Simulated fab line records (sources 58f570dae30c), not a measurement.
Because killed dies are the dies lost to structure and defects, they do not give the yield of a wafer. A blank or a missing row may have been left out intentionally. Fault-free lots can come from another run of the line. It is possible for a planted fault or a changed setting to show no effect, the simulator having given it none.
The tool behind it: which one? | flow berkeley-cmos170 | at 1 step of a route of 331, 15 lots with 45 wafers sampled

== WHAT THE GAUGES SHOWED, per wafer ==
The record lacks any reading of a measuring or inspecting step that a usual standard deviation could be used to judge.

== TOOL THAT RAN EACH LOT (tool first, then ch and the chambers of the sampled wafers, then the start) ==
lot  | UCB170_PLDD_DEVELOP_05
L171 | litho-track-03 ch 0, day 6 19:00
L175 | litho-track-01 ch 0, day 7 05:00
L174 | litho-track-02 ch 0, day 7 05:00
L176 | litho-track-03, day 7 18:00
L179 | litho-track-01, day 8 09:00
L180 | litho-track-01, day 8 17:00
L181 | litho-track-03 ch 0, day 8 18:00
L182 | litho-track-01 ch 0, day 8 18:00
L184 | litho-track-02 ch 0, day 8 18:00
L189 | litho-track-01 ch 0, day 9 10:00
L190 | litho-track-01 ch 0, day 10 03:00
L191 | litho-track-03 ch 0, day 10 03:00
L193 | litho-track-03 ch 0, day 10 10:00
L194 | litho-track-02 ch 0, day 10 11:00
L192 | litho-track-03 ch 0, day 10 11:00
- UCB170_PLDD_DEVELOP_05: develop time 45 s.

== AS READ BY THE TOOLS THEMSELVES (means over the sampled wafers that have a number; for cases with no such wafer, the mark the record gives instead) ==
UCB170_PLDD_DEVELOP_05.
lot  | tool           | chill-plate-temp-C (C) | resist-line-temp-C (C)
L171 | litho-track-03 | 23.18                  | 22.82
L175 | litho-track-01 | 22.93                  | 23.07
L174 | litho-track-02 | 22.90                  | 22.96
L176 | litho-track-03 | -                      | -
L179 | litho-track-01 | -                      | -
L180 | litho-track-01 | -                      | -
L181 | litho-track-03 | 22.90                  | 22.96
L182 | litho-track-01 | 22.99                  | 23.12
L184 | litho-track-02 | 22.93                  | 23.03
L189 | litho-track-01 | 23.04                  | 23.01
L190 | litho-track-01 | 23.07                  | 23.02
L191 | litho-track-03 | 22.95                  | 22.97
L193 | litho-track-03 | 23.03                  | 22.90
L194 | litho-track-02 | 23.08                  | 23.07
L192 | litho-track-03 | 23.04                  | 22.98

== THE ANSWER, worked out from the rows above alone ==
Rule: the lots themselves supply what counts as usual. The widest of any qualifying gaps counts: lots, ordered by their means at a reading, are off when they make up no more than a third of the lots, leave a main group of 4 or more, and stand apart from it by 3 or more times the standard deviation of that group's means. A main group whose means are all the same, to the digits that the tables above print for the reading, isn't used. Also off: a lot with no number at a reading for which 4 or more lots have one. The other lots that the step has rows for count as sound. The gauges are gone through in route order, then the tools' own readings, and for those a lot's mean is taken as printed above. The first step at which some lot is off is used, and at that step the reading that is off furthest; a lot without a number counts as furthest.
Off, at UCB170_PLDD_DEVELOP_05 on chill-plate-temp-C: L176, L179, L180. Without a number there: L176, L179, L180. The main group: mean 23.00 C, standard deviation 0.082.
If a tool, at that step or one of the process steps before it, ran each lot that is off and ran no sound lot following the first of them, it fits. Not one of the candidates tried fits.

== WHAT THE SIMULATOR PUT IN ==
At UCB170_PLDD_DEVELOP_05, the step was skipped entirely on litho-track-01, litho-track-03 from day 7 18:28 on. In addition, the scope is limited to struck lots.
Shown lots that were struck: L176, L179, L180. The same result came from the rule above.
